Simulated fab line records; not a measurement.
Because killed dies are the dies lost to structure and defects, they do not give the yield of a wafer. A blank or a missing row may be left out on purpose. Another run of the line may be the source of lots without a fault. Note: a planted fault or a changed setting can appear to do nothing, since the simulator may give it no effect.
Split-lot trial    flow berkeley-cmos170    5 lots, 23 wafers read, on a route of 331 steps

== SPLIT DETAILS ==
At UCB170_SILICIDE_SPUTTER_01 (material Ti, target thk 30 nm, time 25 s), the setting time-s was moved away from the recipe's 25 s on 8 of the 23 wafers read, by +5.8% to +14.5%. For the rest of the wafers, this setting stayed at what the recipe calls for.

== SPLIT TO READING: what lies between them in the file, 1 step ==
- UCB170_SILICIDE_RS_MEAS_02: measures by four-point-probe

== THE READING ==
SILICIDE_TI_THK, in nm, at UCB170_SILICIDE_THK_MEAS_03 (measures by xrf). Typical for fault-free wafers on this fab line: 29.90 nm, with standard deviation 0.23 nm.

wafer   tool, chamber at the split  time-s as run, s  against the recipe  SILICIDE_TI_THK, nm  against lot-mates on the recipe
L074.2  pvd-sputter-03, -           25                recipe              30.32                -
L074.3  pvd-sputter-03, -           25                recipe              30.34                -
L074.4  pvd-sputter-03, -           25                recipe              29.90                -
L077.1  pvd-sputter-01, -           28.62             +14.5%              34.39                +4.52
L077.2  pvd-sputter-01, -           28.62             +14.5%              34.33                +4.46
L077.3  pvd-sputter-01, -           25                recipe              29.91                -
L077.5  pvd-sputter-01, -           25                recipe              29.83                -
L077.6  pvd-sputter-01, -           28.62             +14.5%              34.13                +4.26
L079.1  pvd-sputter-02, -           25                recipe              29.79                -
L079.2  pvd-sputter-02, -           25                recipe              30.00                -
L079.3  pvd-sputter-02, -           26.46             +5.8%               31.30                +1.41
L079.4  pvd-sputter-02, -           26.46             +5.8%               31.70                +1.80
L079.5  pvd-sputter-02, -           26.46             +5.8%               31.47                +1.57
L083.1  pvd-sputter-01, -           25                recipe              29.77                -
L083.2  pvd-sputter-01, -           25                recipe              30.08                -
L083.4  pvd-sputter-01, -           25                recipe              30.05                -
L083.5  pvd-sputter-01, -           25                recipe              29.67                -
L083.6  pvd-sputter-01, -           25                recipe              29.98                -
L085.1  pvd-sputter-01, -           25                recipe              30.33                -
L085.2  pvd-sputter-01, -           25                recipe              30.20                -
L085.3  pvd-sputter-01, -           25                recipe              30.18                -
L085.4  pvd-sputter-01, -           26.78             +7.1%               32.51                +2.27
L085.5  pvd-sputter-01, -           26.78             +7.1%               32.26                +2.02

FIT RESULTS
A straight line over all 23 wafers: SILICIDE_TI_THK changes by +0.294 nm for each +1% of time-s; r = +0.99; the points scatter about the line by 0.23 nm.
The same after taking each lot's own level away (the mean of its wafers on the recipe; 23 wafers): +0.302 nm for each +1%; r = +1.00; scatter 0.16 nm.
That fit puts the effect of the largest move of time-s on the reading at 4.4 nm.
From 29.870 to 30.237 nm: that is the span of the lots' own levels, equal to 1.6 times the standard deviation above.
So the lot-to-lot level changes the slope little: the two slopes agree.
Check: for one of the wafers moved furthest among these (+14.5%), held out of the fit, the line's prediction against its lot-mates is +4.3 nm. Against them it came out at +4.52 nm.

== ADDITIONAL SPLITS CARRIED BY THESE WAFERS ==
These wafers also went through other splits before the reading. Each is held against what the fit with the lots' levels taken away leaves over:
other split on the same wafers    wafers away from the commonest value  r with SILICIDE_TI_THK (lot level and that fit taken away)
UCB170_NSD_IMPLANT_08 energy-kev  11                                    -0.09

== THE WHOLE CHAIN: every reading that the file lists as answering this split, in the file's order ==
step                         what it does                              reading                                                                            change (the file's fit)                r (the file's)
UCB170_SILICIDE_SPUTTER_01   material Ti, target thk 30 nm, time 25 s  Ti_of_SILICIDE_SPUTTER_01.thk-nm (the simulator's own value, which no gauge read)  +0.306 nm for each +1% of the setting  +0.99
UCB170_SILICIDE_RS_MEAS_02   measures by four-point-probe              SILICIDE_TI_RS                                                                     -0.276 for each +1% of the setting     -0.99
UCB170_SILICIDE_THK_MEAS_03  measures by xrf                           SILICIDE_TI_THK                                                                    +0.301 for each +1% of the setting     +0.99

== FILE'S OWN FIT ==
SILICIDE_TI_THK changes by +0.301 nm for each +1% of time-s, r = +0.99.
